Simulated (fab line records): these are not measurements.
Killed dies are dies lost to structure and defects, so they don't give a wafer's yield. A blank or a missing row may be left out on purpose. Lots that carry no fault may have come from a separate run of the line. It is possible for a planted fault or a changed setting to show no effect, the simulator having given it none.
Split-lot study / flow berkeley cmos170 / on a route of 331 steps: 5 lots, 23 wafers read

## SPLIT DETAILS
At UCB170_V2_COAT_07 (resist thk 900 nm), the setting spin rpm was moved away from the recipe's 1500 rpm on 5 of the 23 wafers read, by +3.1% to +6.4%. The other wafers ran this setting at the recipe's value.

The split's own step is where the reading is taken.

## THE READING
KrF_of_V2_COAT_07.thk nm (the simulator's own value, which no gauge read), in nm, at UCB170_V2_COAT_07 (resist thk 900 nm). The file gives no usual value for it. The 18 wafers here that ran the recipe average 899.0 nm, standard deviation 1.8 nm.

wafer=L080.1; tool, chamber at the split=litho track-02, 0; spin rpm as run, rpm=1500; against the recipe=recipe; KrF_of_V2_COAT_07.thk nm, nm=896.5; against lot-mates on the recipe=-
wafer=L080.2; tool, chamber at the split=litho track-02, 0; spin rpm as run, rpm=1500; against the recipe=recipe; KrF_of_V2_COAT_07.thk nm, nm=897.5; against lot-mates on the recipe=-
wafer=L080.5; tool, chamber at the split=litho track-02, 0; spin rpm as run, rpm=1500; against the recipe=recipe; KrF_of_V2_COAT_07.thk nm, nm=899.2; against lot-mates on the recipe=-
wafer=L081.1; tool, chamber at the split=litho track-01, 0; spin rpm as run, rpm=1500; against the recipe=recipe; KrF_of_V2_COAT_07.thk nm, nm=897.7; against lot-mates on the recipe=-
wafer=L081.2; tool, chamber at the split=litho track-01, 0; spin rpm as run, rpm=1500; against the recipe=recipe; KrF_of_V2_COAT_07.thk nm, nm=900.1; against lot-mates on the recipe=-
wafer=L081.4; tool, chamber at the split=litho track-01, 0; spin rpm as run, rpm=1500; against the recipe=recipe; KrF_of_V2_COAT_07.thk nm, nm=898; against lot-mates on the recipe=-
wafer=L081.5; tool, chamber at the split=litho track-01, 0; spin rpm as run, rpm=1500; against the recipe=recipe; KrF_of_V2_COAT_07.thk nm, nm=901.3; against lot-mates on the recipe=-
wafer=L081.6; tool, chamber at the split=litho track-01, 0; spin rpm as run, rpm=1500; against the recipe=recipe; KrF_of_V2_COAT_07.thk nm, nm=899.4; against lot-mates on the recipe=-
wafer=L082.1; tool, chamber at the split=litho track-02, 0; spin rpm as run, rpm=1500; against the recipe=recipe; KrF_of_V2_COAT_07.thk nm, nm=895.6; against lot-mates on the recipe=-
wafer=L082.2; tool, chamber at the split=litho track-02, 0; spin rpm as run, rpm=1500; against the recipe=recipe; KrF_of_V2_COAT_07.thk nm, nm=896.7; against lot-mates on the recipe=-
wafer=L082.3; tool, chamber at the split=litho track-02, 0; spin rpm as run, rpm=1596; against the recipe=+6.4%; KrF_of_V2_COAT_07.thk nm, nm=868.3; against lot-mates on the recipe=-27.9
wafer=L082.4; tool, chamber at the split=litho track-02, 0; spin rpm as run, rpm=1596; against the recipe=+6.4%; KrF_of_V2_COAT_07.thk nm, nm=868.1; against lot-mates on the recipe=-28.1
wafer=L082.5; tool, chamber at the split=litho track-02, 0; spin rpm as run, rpm=1596; against the recipe=+6.4%; KrF_of_V2_COAT_07.thk nm, nm=870.6; against lot-mates on the recipe=-25.6
wafer=L079.1; tool, chamber at the split=litho track-04, 0; spin rpm as run, rpm=1500; against the recipe=recipe; KrF_of_V2_COAT_07.thk nm, nm=899.7; against lot-mates on the recipe=-
wafer=L079.2; tool, chamber at the split=litho track-04, 0; spin rpm as run, rpm=1500; against the recipe=recipe; KrF_of_V2_COAT_07.thk nm, nm=899.5; against lot-mates on the recipe=-
wafer=L079.4; tool, chamber at the split=litho track-04, 0; spin rpm as run, rpm=1500; against the recipe=recipe; KrF_of_V2_COAT_07.thk nm, nm=900.6; against lot-mates on the recipe=-
wafer=L079.5; tool, chamber at the split=litho track-04, 0; spin rpm as run, rpm=1500; against the recipe=recipe; KrF_of_V2_COAT_07.thk nm, nm=899.6; against lot-mates on the recipe=-
wafer=L079.6; tool, chamber at the split=litho track-04, 0; spin rpm as run, rpm=1500; against the recipe=recipe; KrF_of_V2_COAT_07.thk nm, nm=900.8; against lot-mates on the recipe=-
wafer=L084.1; tool, chamber at the split=litho track-04, 0; spin rpm as run, rpm=1500; against the recipe=recipe; KrF_of_V2_COAT_07.thk nm, nm=897.6; against lot-mates on the recipe=-
wafer=L084.2; tool, chamber at the split=litho track-04, 0; spin rpm as run, rpm=1547; against the recipe=+3.1%; KrF_of_V2_COAT_07.thk nm, nm=887.9; against lot-mates on the recipe=-12.2
wafer=L084.3; tool, chamber at the split=litho track-04, 0; spin rpm as run, rpm=1547; against the recipe=+3.1%; KrF_of_V2_COAT_07.thk nm, nm=887.4; against lot-mates on the recipe=-12.7
wafer=L084.5; tool, chamber at the split=litho track-04, 0; spin rpm as run, rpm=1500; against the recipe=recipe; KrF_of_V2_COAT_07.thk nm, nm=900.3; against lot-mates on the recipe=-
wafer=L084.6; tool, chamber at the split=litho track-04, 0; spin rpm as run, rpm=1500; against the recipe=recipe; KrF_of_V2_COAT_07.thk nm, nm=902.5; against lot-mates on the recipe=-

FIT RESULTS
A straight line over all 23 wafers: KrF_of_V2_COAT_07.thk nm changes by -4.58 nm for each +1% of spin rpm; r = -0.98; the points scatter about the line by 2 nm.
The same after taking each lot's own level away (the mean of its wafers on the recipe; 23 wafers): -4.21 nm for each +1%; r = -0.99; scatter 1.2 nm.
Per that fit: largest spin rpm move, reading shift of 27 nm.
Across the lots, their own levels run from 896.15 to 900.13 nm, a range of 2.2 times the standard deviation given above.
Hence the lot-to-lot level has little effect on the slope; both slopes agree.
Check: for one of the wafers moved furthest among these (+6.4%), held out of the fit, the line's prediction against its lot-mates is -26.6 nm. It came out at -27.9 nm against them.

## THESE WAFERS: OTHER SPLITS
These wafers also went through other splits before the reading. Each is held against what the fit with the lots' levels taken away leaves over:
other split on the same wafers=UCB170_CONTACT_PEB_13 peb temp c; wafers away from the commonest value=10; r with KrF_of_V2_COAT_07.thk nm (lot level and that fit taken away)=-0.08
other split on the same wafers=UCB170_V1_CMP_02 leave above ref nm; wafers away from the commonest value=7; r with KrF_of_V2_COAT_07.thk nm (lot level and that fit taken away)=-0.27
other split on the same wafers=UCB170_V1_ETCH_14 time s; wafers away from the commonest value=9; r with KrF_of_V2_COAT_07.thk nm (lot level and that fit taken away)=-0.24
other split on the same wafers=UCB170_M2_SPUTTER_01 power w; wafers away from the commonest value=8; r with KrF_of_V2_COAT_07.thk nm (lot level and that fit taken away)=-0.02
other split on the same wafers=UCB170_M2_DEVELOP_14 develop time s; wafers away from the commonest value=10; r with KrF_of_V2_COAT_07.thk nm (lot level and that fit taken away)=-0.12

## FILE'S OWN FIT
KrF_of_V2_COAT_07.thk nm changes by -4.2 nm for each +1% of spin rpm, r = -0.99.
